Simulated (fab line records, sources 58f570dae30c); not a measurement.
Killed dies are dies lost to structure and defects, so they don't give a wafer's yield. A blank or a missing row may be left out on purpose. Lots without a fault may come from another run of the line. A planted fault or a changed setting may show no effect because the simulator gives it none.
Split-lot experiment | flow berkeley_cmos170 | 5 lots, 23 wafers read, on a route of 331 steps

THE SPLIT
At UCB170_PVT_IMPLANT_07, the setting energy_kev was moved away from the recipe's 30 on 9 of the 23 wafers read, by -5.4% to +3.0%. The other wafers ran this setting at the recipe's value.

The reading is taken at the split's own step.

THE READING
implant.drp_nm (the simulator's own value, which no gauge read), in nm, at UCB170_PVT_IMPLANT_07. The file gives no usual value for it.

wafer  | tool, chamber at the split | energy_kev as run | against the recipe | implant.drp_nm, nm | against lot-mates on the recipe
L074.1 | implanter-02, 0            | 30                | recipe             | 16.56              | -
L074.2 | implanter-02, 0            | 30                | recipe             | 16.56              | -
L074.3 | implanter-02, 0            | 30                | recipe             | 16.56              | -
L074.4 | implanter-02, 0            | 30.9              | +3.0%              | 16.98              | +0.42
L074.6 | implanter-02, 0            | 30.9              | +3.0%              | 16.98              | +0.42
L077.1 | implanter-02, 0            | 30                | recipe             | 16.56              | -
L077.2 | implanter-02, 0            | 30                | recipe             | 16.56              | -
L077.3 | implanter-02, 0            | 28.39             | -5.4%              | 16.02              | -0.54
L077.5 | implanter-02, 0            | 28.39             | -5.4%              | 16.02              | -0.54
L077.6 | implanter-02, 0            | 28.39             | -5.4%              | 16.02              | -0.54
L078.1 | implanter-03, 0            | 28.51             | -5.0%              | 16.06              | -0.50
L078.4 | implanter-03, 0            | 28.51             | -5.0%              | 16.06              | -0.50
L078.2 | implanter-03, 0            | 30                | recipe             | 16.56              | -
L078.3 | implanter-03, 0            | 30                | recipe             | 16.56              | -
L078.6 | implanter-03, 0            | 30                | recipe             | 16.56              | -
L079.2 | implanter-02, 0            | 30                | recipe             | 16.56              | -
L079.3 | implanter-02, 0            | 30                | recipe             | 16.56              | -
L079.5 | implanter-02, 0            | 30                | recipe             | 16.56              | -
L080.2 | implanter-04, 0            | 28.48             | -5.1%              | 16.05              | -0.51
L080.6 | implanter-04, 0            | 28.48             | -5.1%              | 16.05              | -0.51
L080.3 | implanter-04, 0            | 30                | recipe             | 16.56              | -
L080.4 | implanter-04, 0            | 30                | recipe             | 16.56              | -
L080.5 | implanter-04, 0            | 30                | recipe             | 16.56              | -

THE FIT
A straight line over all 23 wafers: implant.drp_nm changes by +0.107 nm for each +1% of energy_kev; r = +0.99; the points scatter about the line by 0.03 nm.
The same after taking each lot's own level away (the mean of its wafers on the recipe; 23 wafers): +0.107 nm for each +1%; r = +0.99; scatter 0.03 nm.
On that fit, the largest move of energy_kev shifts the reading by 0.57 nm.
The lots' own levels span 16.560 to 16.560 nm.
So the lot-to-lot level changes the slope little: the two slopes agree.
Check: with one of the wafers moved furthest among these (-5.4%) left out of the fit, the line predicts -0.557 nm for it against its lot-mates. It came out at -0.54 nm against them.

OTHER SPLITS ON THESE WAFERS
These wafers also went through other splits before the reading. Each is held against what the fit with the lots' levels taken away leaves over:
other split on the same wafers         | wafers away from the commonest value | r with implant.drp_nm (lot level and that fit taken away)
UCB170_START_OXIDATION_02 temp_c       | 15                                   | -0.25
UCB170_PWELL_CVD_05 time_s             | 15                                   | -0.15
UCB170_PWELL_DEVELOP_12 develop_time_s | 10                                   | -0.12
UCB170_ACTIVE_OXIDATION_02 ox_time_s   | 15                                   | +0.24
UCB170_PFIELD_COAT_01 resist_thk_nm    | 9                                    | -0.06
UCB170_PFIELD_IMPLANT_07 energy_kev    | 9                                    | -0.02

THE WHOLE CHAIN: every reading that the file lists as answering this split, in the file's order
step                  | what it does | reading                                                         | change (the file's fit)               | r (the file's)
UCB170_PVT_IMPLANT_07 |              | implant.rp_nm (the simulator's own value, which no gauge read)  | +0.26 nm for each +1% of the setting  | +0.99
UCB170_PVT_IMPLANT_07 |              | implant.drp_nm (the simulator's own value, which no gauge read) | +0.105 nm for each +1% of the setting | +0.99

THE FILE'S OWN FIT
implant.drp_nm changes by +0.105 nm for each +1% of energy_kev, r = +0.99.
